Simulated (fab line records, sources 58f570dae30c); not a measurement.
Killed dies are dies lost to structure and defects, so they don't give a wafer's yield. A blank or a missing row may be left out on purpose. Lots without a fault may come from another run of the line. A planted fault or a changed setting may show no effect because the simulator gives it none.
Which tool did it? | flow berkeley_cmos170 | 6 lots, 18 wafers sampled, at 3 steps of a route of 331

WHAT THE GAUGES READ, wafer by wafer
UCB170_V1_THK_MEAS_01.
lot  | measured     | on            | V1_TEOS_THK (nm)
L612 | day 7 06:07  | film_metro-01 | 1993 1994 2032
L618 | day 8 08:08  | film_metro-04 | 2003 2020 2045
L623 | day 9 23:15  | film_metro-04 | 1983 2018 2012
L626 | day 10 19:29 | film_metro-01 | 1976 1990 1984
L630 | day 11 14:43 | film_metro-01 | 1961 2033 1998
L633 | day 12 04:25 | film_metro-01 | 2002 2046 2013

WHICH TOOL RAN EACH LOT (tool, then ch and the chambers of the sampled wafers, then the start)
lot  | UCB170_M1_ETCH_11                  | UCB170_V1_CVD_00
L612 | rie_diel-01 ch 0,1,2, day 7 03:11  | pecvd-01 ch 0,1,2, day 7 05:58
L618 | rie_diel-03 ch 0,2, day 8 05:46    | pecvd-01 ch 0,2, day 8 07:58
L623 | rie_diel-03 ch 0,1, day 9 19:52    | pecvd-01 ch 0,1, day 9 23:04
L626 | rie_diel-01 ch 0,2,3, day 10 14:19 | pecvd-03 ch 0,1,2, day 10 19:20
L630 | rie_diel-03 ch 0,1,3, day 11 10:04 | pecvd-01 ch 0,1,2, day 11 14:33
L633 | rie_diel-01 ch 1,2,3, day 11 23:32 | pecvd-01 ch 1,2, day 12 04:15
- UCB170_M1_ETCH_11: etches BARC in N2/H2.
- UCB170_V1_CVD_00: deposits SiO2 from TEOS/O2, target thk 2000 nm, time 250 s.

THE ANSWER, worked out from the rows above alone
Rule: what is usual is taken from the lots themselves. Put in order of their means at a reading, lots are off if they are a third of the lots or fewer, leave a main group of 4 or more, and stand apart from it by a gap of 3 or more times the standard deviation of the main group's means; of several such gaps the widest counts. A main group whose means are all the same, to the digits that the tables above print for the reading, isn't used. A lot without any number at a reading at which 4 lots or more have one is off too. The other lots that the step has rows for count as sound.
No lot is off at any reading shown: from this, nothing can be told.

WHAT THE SIMULATOR HAD PUT IN
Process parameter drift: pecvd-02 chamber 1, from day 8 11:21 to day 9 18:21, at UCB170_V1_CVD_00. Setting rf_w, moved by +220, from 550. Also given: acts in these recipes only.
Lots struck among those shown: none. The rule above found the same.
